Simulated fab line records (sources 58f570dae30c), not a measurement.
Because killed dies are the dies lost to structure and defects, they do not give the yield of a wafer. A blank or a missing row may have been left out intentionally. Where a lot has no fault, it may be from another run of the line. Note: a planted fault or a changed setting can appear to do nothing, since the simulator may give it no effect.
The same fault as seen by 2 desks	flow berkeleyCmos170	only its own numbers are on each desk; what lay behind them is given at the end

== THE TOOL OWNER'S DESK: krfScanner-02 ==
The tool's own readings at UCB170_ACTIVE_EXPOSE_10 (exposes mask ACTIVE, target cd 1200 nm): means of the sampled wafers that have a number, for each lot that ran on this tool. Any lot whose mean is over 4 standard deviations away from the usual mean is out of limits and marked OUT; that distance is given in the brackets.
Columns: A = exposureDoseMJCm2 at UCB170_ACTIVE_EXPOSE_10, usual 19.983; B = focusOffsetNm at UCB170_ACTIVE_EXPOSE_10, usual -0.1 nm
lot	first seen here	A	B
L905	day 7 02:04	19.955	0.5
L907	day 7 12:42	20.003	-0.3
L908	day 7 12:55	20.002	0.2
L909	day 7 19:00	20.000	0.0
L910	day 8 07:18	19.970	-0.1
L913	day 8 16:20	19.993	-0.2
L912	day 8 16:25	20.002	-0.4
L911	day 8 16:34	19.984	0.1
L914	day 8 23:04	19.984	0.4
Finding of this desk: none of the 9 lots has anything out of limits.

== THE METROLOGY DESK ==
What the gauges read for every lot (on any tool): the sampled wafers with a number, averaged. Any lot whose mean is over 4 standard deviations away from the usual mean is out of limits and marked OUT; that distance is given in the brackets.
Columns: A = INCOMING_BOW at UCB170_START_BOW_MEAS_00, usual 0 um; B = PWELL_OXIDE_THK at UCB170_PWELL_THK_MEAS_03, usual 26.4 nm
lot	first seen here	A	B
L893	day 1 20:02	1	26.7
L895	day 2 06:00	-4	26.7
L896	day 2 11:00	-3	25.9
L903	day 3 22:00	-1	26.5
L904	day 4 03:00	3	27.7
L905	day 4 08:00	-1	26.6
L907	day 4 18:20	-1	26.2
L908	day 4 23:01	0	25.9
L909	day 5 04:00	-2	26.1
L910	day 5 09:00	-2	26.8
L911	day 5 14:02	4	25.8
L912	day 5 19:00	-0	25.0
L913	day 6 00:04	-5	27.6
L914	day 6 05:01	1	27.2
Finding of this desk: none of the 14 lots has anything out of limits.

== TAKEN TOGETHER ==
Nothing out of limits was seen by the tool owner's desk.
The metrology desk saw nothing out of limits.

== WHAT THE SIMULATOR PUT IN ==
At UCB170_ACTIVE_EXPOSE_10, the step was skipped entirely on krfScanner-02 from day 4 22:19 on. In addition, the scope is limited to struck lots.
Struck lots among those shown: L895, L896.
